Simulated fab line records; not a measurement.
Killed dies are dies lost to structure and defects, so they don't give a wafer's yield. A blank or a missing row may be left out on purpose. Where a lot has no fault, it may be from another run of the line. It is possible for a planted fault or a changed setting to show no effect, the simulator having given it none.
Problem report in the 8D (eight disciplines) form, filled by code || flow ritCmos || the parts of the form that need people (team, actions taken, sign-off) are left out

## 1. THE PROBLEM
Across 9 wafers from 3 lots, FOX2_OXIDE_THK at RIT_FOX2_THK_MEAS_01 averages 406 nm, while fault-free wafers read 349 nm with a standard deviation of 7.3. Measured from the usual mean, that is +7.9 standard deviations.
Earliest sighting: wafer L555.1 on filmMetro-04 at day 4 01:27. At this step, 45 wafers from 15 lots have a number in the record. By rule, "out" or "out of limits" means more than 4 standard deviations away from the usual mean. Any other wafer with a number is counted as sound.

## 2. WHAT IT IS; WHAT IT IS NOT
{"question": "which readings at this step", "is": "FOX2_OXIDE_THK", "is not": "-"}
{"question": "which lots", "is": "L555, L558, L559", "is not": "L544, L545, L546, L547, L548, L549, L552, L554, L556, L557, L560, L567"}
{"question": "which wafers of those lots", "is": "all that have a number", "is not": "-"}
{"question": "read on which gauges", "is": "filmMetro-02, filmMetro-03, filmMetro-04", "is not": "-"}
{"question": "when", "is": "from day 4 01:27", "is not": "up to then (24 sound wafers); but 12 sound wafers of L556, L557, L560, L567 came after"}

## 3. WHAT RULES OUT EACH SUSPECT
Counting: any tool at a process step up to the reading is kept as a suspect provided that every lot that is out went through it and no sound lot did after the first of them.
- ruled out: the gauge at RIT_FOX2_THK_MEAS_01. Those wafers that are out were read across 3 gauges (filmMetro-02, filmMetro-03, filmMetro-04).
- furnace-03 at RIT_FOX2_OXIDATION_00 (target thk 350.7 nm, ox time 1130 s): kept. Every lot that is out went through it, starting with L555 (day 4 00:08), and after that it ran no sound lot; the last sound lot it ran before then is L554 (day 3 19:08). Its own spikeTcCentreC, spikeTcLoadC, spikeTcSourceC, tubeCenterTempC, tube_center_temp_C_max readings are out on those wafers.
Remaining after the count: furnace-03 at RIT_FOX2_OXIDATION_00.

## 4. THE CAUSE (what the simulator had put in)
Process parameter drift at RIT_FOX2_OXIDATION_00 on furnace-03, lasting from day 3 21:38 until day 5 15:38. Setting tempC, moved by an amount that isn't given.
This tool alone remained once counting was done.

## 5. THE CHAIN OF EFFECTS, in route order
One row per reading whose mean, taken over the struck wafers that have a number, lies over 3 standard deviations from the usual. Readings are gone through only where the record gives a usual standard deviation; hours: the median, over the lots, of the time from a lot's start at the first step in this table giving one to that lot's start at this step; sigmas: the change measured in usual standard deviations.
{"hours": 0, "step": "RIT_FOX2_OXIDATION_00", "reading": "spikeTcCentreC", "usual": "1103.7 C", "on struck wafers": 1139.9, "change": "+36.2", "sigmas": "+28"}
{"hours": 0, "step": "RIT_FOX2_OXIDATION_00", "reading": "spikeTcLoadC", "usual": "1125.3 C", "on struck wafers": 1160.1, "change": "+34.8", "sigmas": "+17"}
{"hours": 0, "step": "RIT_FOX2_OXIDATION_00", "reading": "spikeTcSourceC", "usual": "1125.6 C", "on struck wafers": 1161.3, "change": "+35.7", "sigmas": "+32"}
{"hours": 0, "step": "RIT_FOX2_OXIDATION_00", "reading": "tubeCenterTempC", "usual": "1100 C", "on struck wafers": 1135, "change": "+35", "sigmas": "+99 or more"}
{"hours": 0, "step": "RIT_FOX2_OXIDATION_00", "reading": "tube_center_temp_C_max", "usual": 1102.8, "on struck wafers": 1137.9, "change": "+35.1", "sigmas": "+90"}
{"hours": 1, "step": "RIT_FOX2_THK_MEAS_01", "reading": "FOX2_OXIDE_THK", "usual": "349 nm", "on struck wafers": 406, "change": "+57", "sigmas": "+7.9"}
{"hours": 2, "step": "RIT_FOX2_THK_MEAS_90", "reading": "FIELD_OXIDE_LEFT_1_THK", "usual": "321 nm", "on struck wafers": 379, "change": "+58", "sigmas": "+8.0"}
{"hours": 16, "step": "RIT_FOX2_THK_MEAS_91", "reading": "FIELD_OXIDE_LEFT_2_THK", "usual": "254 nm", "on struck wafers": 311, "change": "+57", "sigmas": "+7.7"}
The process steps in it:
- RIT_FOX2_OXIDATION_00: target thk 350.7 nm, ox time 1130 s.

## 6. WHAT WOULD HAVE CAUGHT IT SOONER
4 hours passed between the start of the fault at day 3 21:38 and the first reading out of limits at a measuring or inspecting step in this record, taken at day 4 01:27.
The tool's own readings at RIT_FOX2_OXIDATION_00 were out on every struck wafer that the step has a row for (spikeTcCentreC, spikeTcLoadC, spikeTcSourceC, tubeCenterTempC, tube_center_temp_C_max): an alarm limit on them would have fired on the first of those.
Lots out: 3; of these, L558, L559 started RIT_FOX2_OXIDATION_00 on furnace-03 after day 4 01:27. A hold on the tool at that time would have spared those 2.
